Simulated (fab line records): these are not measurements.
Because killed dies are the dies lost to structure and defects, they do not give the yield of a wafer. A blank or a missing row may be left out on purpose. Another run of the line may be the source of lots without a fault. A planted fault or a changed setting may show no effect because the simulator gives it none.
A lot that was struck, set against a sound lot	flow rit cmos	43 steps out of a route of 202
Sound: these wafers, L494.1, L494.2, L494.3. Wafers struck: L499.1, L499.4, L499.5. The cause comes at the end.
Order at every step that has rows: each side's tool, ch and its chambers, its first start. Under that, the readings that differ: sound wafers	struck wafers	difference of the means	sigmas: that difference in standard deviations of wafers without a fault.
alike: same words and numbers on both sides, and readings whose means sit less than 2 such deviations apart. not compared: any withheld reading, any reading some wafer has no value for, any bound like >300 that may hide the same value, and any number with overlapping values for which the record gives no deviation.
The two part at a step that has a row with sigmas, a row that says differs or no value, or rows on one side only. When numbers do not overlap yet have no deviation, they are printed without sigmas and do not part them. Lack of a reading on every wafer of one side parts them only where that side has two or more wafers.

first, 1 step without rows for these wafers: RIT_PRETRO_DEVELOP_05 (develop time 68 s).
RIT_PRETRO_OVL_MEAS_06:
  struck on overlay-02, day 5 22:42; sound on overlay-02, day 4 22:12
  alike: PRETRO_OVL
then, 2 steps without rows for these wafers: RIT_PRETRO_HARDBAKE_07 (time 120 s); RIT_PRETRO_IMPLANT_08.
RIT_PRETRO_STRIP_09: strips in O2, time 180 s.
  sound on plasma asher-01 ch 0,1, day 4 22:38; struck on plasma asher-04 ch 0,1, day 5 23:08
  alike: drypump motor current A
  not compared: rf hours counter h
RIT_PRETRO_TW_MEAS_10:
  struck on film metro-01, day 5 23:19; sound on film metro-02, day 4 22:49
  alike: PRETRO_TW
then, 5 steps without rows for these wafers: RIT_GATE_WET_ETCH_00 (etches SiO2 in BOE, target depth 56 nm, time 60 s); RIT_GATE_CLEAN_01 (cleans in SC1, time 600 s); RIT_GATE_CLEAN_02 (cleans in dHF, time 30 s); RIT_GATE_CLEAN_03 (cleans in SC2, time 600 s); RIT_GATE_CLEAN_04 (cleans in dHF, time 60 s).
RIT_FOX2_THK_MEAS_91:
  struck on film metro-01, day 5 23:48; sound on film metro-04, day 4 23:17
  alike: FIELD_OXIDE_LEFT_2_THK
RIT_GATE_OXIDATION_05: target thk 3 nm, ox time 274.8 s.
  sound on furnace-04 ch 0, day 4 23:21; struck on furnace-04 ch 0, day 6 01:56
then, 1 step without rows for these wafers: RIT_GATE_ANNEAL_06 (time 600 s).
RIT_GATE_THK_MEAS_07:
  struck on film metro-01, day 6 05:11; sound on film metro-01, day 5 00:41
  alike: GATE_OXIDE_THK
then, 1 step without rows for these wafers: RIT_GATE_CVD_08 (deposits poly-Si from SiH4, target thk 250 nm, time 2220 s).
RIT_GATE_THK_MEAS_09:
  struck on film metro-02, day 6 06:52; sound on film metro-04, day 5 02:22
reading	sound	struck	difference	sigmas
GATE_POLY_THK (nm)	259.9 261.3 257.2	254.9 253.1 252.2	-6.1	-2
then, 6 steps without rows for these wafers: RIT_GATE_HMDS_10 (prime time 60 s); RIT_GATE_COAT_11 (resist thk 850 nm); RIT_GATE_SOFTBAKE_12 (time 60 s); RIT_GATE_EXPOSE_13 (exposes mask M6, target cd 150 nm); RIT_GATE_PEB_14; RIT_GATE_DEVELOP_15 (develop time 50 s).
RIT_GATE_CD_MEAS_16 targets a cd of 150 nm.
  struck on cd sem-01, day 6 07:47; sound on cd sem-01, day 5 03:23
  alike: cd nm
RIT_GATE_OVL_MEAS_17:
  struck on overlay-02, day 6 07:54; sound on overlay-01, day 5 03:31
  alike: GATE_OVL
then, 1 step without rows for these wafers: RIT_GATE_HARDBAKE_18 (time 60 s).
RIT_GATE_ETCH_19: etches poly-Si in SF6/CHF3/O2, stops on SiO2, time 165 s, target depth 312.5 nm.
  sound on rie si-01 ch 0,2,3, day 5 03:42; struck on rie si-02 ch 1,3, day 6 08:05
  alike: CHF3_flow_sccm, drypump motor current A, he backside leak sccm, oes product au, throttle valve pct
  not compared: rf hours counter h
RIT_GATE_STRIP_20: strips in O2, time 180 s.
  sound on plasma asher-03 ch 0,1, day 5 03:48; struck on plasma asher-02 ch 0,1, day 6 08:11
  alike: drypump motor current A
  not compared: rf hours counter h
RIT_GATE_CD_MEAS_90 targets a cd of 150 nm.
  struck on cd sem-01, day 6 08:22; sound on cd sem-01, day 5 03:59
  alike: cd nm
then, 4 steps without rows for these wafers: RIT_REOX_CLEAN_00 (cleans in SC1, time 626.8 s); RIT_REOX_CLEAN_01 (cleans in dHF, time 30 s); RIT_REOX_CLEAN_02 (cleans in SC2, time 600 s); RIT_REOX_OXIDATION_03 (target thk 25.2 nm, ox time 5580 s).
RIT_REOX_THK_MEAS_04:
  struck on film metro-04, day 6 12:49; sound on film metro-04, day 5 08:26
  alike: REOX_OXIDE_THK
then, 6 steps without rows for these wafers: RIT_NLDD_HMDS_00 (prime time 60 s); RIT_NLDD_COAT_01 (resist thk 1000 nm); RIT_NLDD_SOFTBAKE_02 (time 60 s); RIT_NLDD_EXPOSE_03 (exposes mask M7, target cd 40700 nm); RIT_NLDD_PEB_04; RIT_NLDD_DEVELOP_05 (develop time 50 s).
RIT_NLDD_OVL_MEAS_06:
  struck on overlay-01, day 6 13:52; sound on overlay-02, day 5 09:28
reading	sound	struck	difference	sigmas
NLDD_OVL (nm)	-2.5 -2.3 -1.3	1.4 1.4 0.8	+3.2	+3
then, 1 step without rows for these wafers: RIT_NLDD_HARDBAKE_07 (time 60 s).
RIT_M1_PROBE_99:
  struck on prober-02, day 7 05:32; sound on prober-01, day 6 01:02
reading	sound	struck	difference	sigmas
hold	- - -	await dispo/1.6h/release await dispo/1.6h/release await dispo/1.6h/release	no value on the sound wafers	
killed at front end	6 4 9	118 119 123	+114	+39
killed dies	6 4 10	118 119 123	+113	+39
killed on rim	2 2 4	28 30 39	+30	+21
  alike: killed at contacts, killed open, killed short

## WHERE THEY PART
Earliest at RIT_GATE_THK_MEAS_09; latest, in this record, at RIT_M1_PROBE_99.

WHY: whatever the simulator had introduced
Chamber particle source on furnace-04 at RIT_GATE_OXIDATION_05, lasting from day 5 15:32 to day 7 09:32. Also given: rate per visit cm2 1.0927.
